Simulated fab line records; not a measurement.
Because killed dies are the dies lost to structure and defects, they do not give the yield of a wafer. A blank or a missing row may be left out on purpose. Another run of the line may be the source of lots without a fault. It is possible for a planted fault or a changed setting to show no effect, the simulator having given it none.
A struck lot beside a sound one    flow rit_cmos    44 steps out of a route of 202
Sound: wafers L955.3, L955.4, L955.6. Wafers struck: L963.1, L963.3, L963.4. At the end, the cause is stated.
For every step that has rows: the tool of each side, followed by ch and its chambers, followed by its first start. Under that, the readings that differ: sound wafers    struck wafers    difference of the means    sigmas: that difference in standard deviations of wafers without a fault.
alike: same words and numbers on both sides, and readings whose means sit less than 2 such deviations apart. not compared: any withheld reading, any reading some wafer has no value for, any bound like >300 that may hide the same value, and any number with overlapping values for which the record gives no deviation.
The two part at a step that has a row with sigmas, a row that says differs or no value, or rows on one side only. Numbers that don't overlap but have no deviation are shown without sigmas and don't part them. A reading missing from all wafers of one side parts the sides only when that side holds two or more wafers.

first, 3 steps without rows for these wafers: RIT_NLDD_HARDBAKE_07 (time 60 s); RIT_NLDD_IMPLANT_08; RIT_NLDD_STRIP_09 (strips in O2, time 180 s).
RIT_NLDD_TW_MEAS_10:
  sound on film_metro-02, day 2 17:29; struck on film_metro-03, day 4 11:38
  alike: NLDD_TW
then, 6 steps without rows for these wafers: RIT_PLDD_HMDS_00 (prime time 60 s); RIT_PLDD_COAT_01 (resist thk 1000 nm); RIT_PLDD_SOFTBAKE_02 (time 60 s); RIT_PLDD_EXPOSE_03 (exposes mask M8, target cd 40900 nm); RIT_PLDD_PEB_04; RIT_PLDD_DEVELOP_05 (develop time 50 s).
RIT_PLDD_OVL_MEAS_06:
  sound on overlay-01, day 2 18:35; struck on overlay-01, day 4 12:43
  alike: PLDD_OVL
then, 1 step without rows for these wafers: RIT_PLDD_HARDBAKE_07 (time 60 s).
RIT_PLDD_IMPLANT_08:
  sound on implanter-03 ch 0, day 2 18:49; struck on implanter-02 ch 0, day 4 12:55
reading             sound            struck             difference  sigmas
beam_on_s (s)       9.86 10.00 9.97  13.78 14.28 14.47  +4.23       +21
faraday_current_uA  2867 2828 2840   2048 1987 1942     -853        -16
RIT_PLDD_STRIP_09: strips in O2, time 180 s.
  sound on plasma_asher-01 ch 0,1, day 2 18:58; struck on plasma_asher-03 ch 0,1, day 4 13:04
  alike: drypump_motor_current_A
  not compared: rf_hours_counter_h
RIT_PLDD_TW_MEAS_10:
  sound on film_metro-04, day 2 19:07; struck on film_metro-04, day 4 13:14
reading  sound           struck          difference  sigmas
PLDD_TW  2401 2409 2424  2607 2626 2607  +202        +13
then, 4 steps without rows for these wafers: RIT_SPACER_CLEAN_00 (cleans in SC1, time 600 s); RIT_SPACER_CLEAN_01 (cleans in dHF, time 30 s); RIT_SPACER_CLEAN_02 (cleans in SC2, time 600 s); RIT_SPACER_CVD_03 (deposits Si3N4 from SiH2Cl2/NH3, target thk 250 nm, time 3300 s).
RIT_SPACER_THK_MEAS_04:
  sound on film_metro-01, day 2 21:38; struck on film_metro-03, day 4 15:57
  alike: SPACER_NITRIDE_THK
RIT_SPACER_ETCHBACK_05: etches Si3N4 in SF6/CHF3, stops on SiO2, target depth 250 nm, time 240 s.
  sound on rie_diel-01 ch 0,1,3, day 2 21:41; struck on rie_diel-02 ch 0,2,3, day 4 16:01
  alike: drypump_motor_current_A, oes_product_au, rf_fwd_power_W, throttle_valve_pct
  not compared: rf_hours_counter_h
then, 2 steps without rows for these wafers: RIT_NSD_HMDS_00 (prime time 60 s); RIT_NSD_COAT_01 (resist thk 1000 nm).
RIT_NSD_SOFTBAKE_02: time 61.69 s.
  sound on litho_track-01 ch 0, day 2 22:11; struck on litho_track-03 ch 0, day 4 16:28
  alike: exhaust_pa, plate_sensor_t_centre_C, plate_sensor_t_edge_C
then, 3 steps without rows for these wafers: RIT_NSD_EXPOSE_03 (exposes mask M9, target cd 40700 nm); RIT_NSD_PEB_04; RIT_NSD_DEVELOP_05 (develop time 50 s).
RIT_NSD_OVL_MEAS_06:
  sound on overlay-01, day 2 22:49; struck on overlay-02, day 4 17:01
reading       sound          struck       difference  sigmas
NSD_OVL (nm)  1.4 -0.8 -1.6  4.6 4.3 3.3  +4.4        +3
then, 2 steps without rows for these wafers: RIT_NSD_HARDBAKE_07 (time 60 s); RIT_NSD_IMPLANT_08.
RIT_NSD_STRIP_09: strips in O2, time 180 s.
  sound on plasma_asher-04 ch 0,1, day 2 23:12; struck on plasma_asher-01 ch 0,1, day 4 17:21
  alike: drypump_motor_current_A
  not compared: rf_hours_counter_h
RIT_NSD_TW_MEAS_10:
  sound on film_metro-03, day 2 23:20; struck on film_metro-03, day 4 17:31
  alike: NSD_TW
then, 6 steps without rows for these wafers: RIT_PSD_HMDS_00 (prime time 60 s); RIT_PSD_COAT_01 (resist thk 1000 nm); RIT_PSD_SOFTBAKE_02 (time 60 s); RIT_PSD_EXPOSE_03 (exposes mask M10, target cd 40900 nm); RIT_PSD_PEB_04; RIT_PSD_DEVELOP_05 (develop time 50 s).
RIT_PSD_OVL_MEAS_06:
  sound on overlay-02, day 3 00:14; struck on overlay-01, day 4 18:26
reading       sound         struck          difference  sigmas
PSD_OVL (nm)  -0.2 0.1 2.2  -2.9 -2.9 -1.2  -3.0        -2
then, 2 steps without rows for these wafers: RIT_PSD_HARDBAKE_07 (time 60 s); RIT_PSD_IMPLANT_08.
RIT_PSD_STRIP_09: strips in O2, time 180 s.
  sound on plasma_asher-01 ch 0,1, day 3 00:37; struck on plasma_asher-03 ch 0,1, day 4 18:46
  alike: drypump_motor_current_A
  not compared: rf_hours_counter_h
RIT_SDANNEAL_RS_MEAS_06: the measuring method here is four-point-probe.
  sound on film_metro-04, day 3 01:59; struck on film_metro-04, day 4 19:50
reading           sound              struck             difference  sigmas
PLDD_RS (ohm/sq)  178.3 178.0 179.0  159.1 159.3 159.6  -19.1       -39
RIT_M1_PROBE_99:
  sound on prober-01, day 3 10:33; struck on prober-02, day 5 04:21
reading                               sound                struck             difference  sigmas
model.etest.pldd.rs_ohm_sq            467.6 485.6 455.8    399.3 397.8 405.2  -68.9       
model.etest.pldd.line_ohm_um          148.9 154.1 142.3    128.8 125.8 128.9  -20.6       
model.etest.pmos_0p15.off_log10_a_um  -9.88 -10.03 -9.948  -10.5 -10.2 -10.2  -0.3        
  alike: killed_at_M0_to_M3, killed_at_contacts, killed_at_front_end, killed_dies, killed_open, killed_short
  not compared: model.etest.pmos_turned.r_on_ohm_um, model.etest.pmos_0p3.r_on_ohm_um, model.etest.pmos_0p15.r_on_ohm_um, model.etest.pmos_turned.drive_ua_um, model.etest.pmos_0p15.drive_ua_um

## WHERE THEY PART
First at RIT_PLDD_IMPLANT_08; last, within this record, at RIT_SDANNEAL_RS_MEAS_06. Later steps at which nothing parts them and some readings are alike: RIT_M1_PROBE_99.

WHY: what the simulator had put in
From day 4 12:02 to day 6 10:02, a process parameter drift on implanter-02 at RIT_PLDD_IMPLANT_08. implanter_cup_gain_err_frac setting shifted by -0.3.
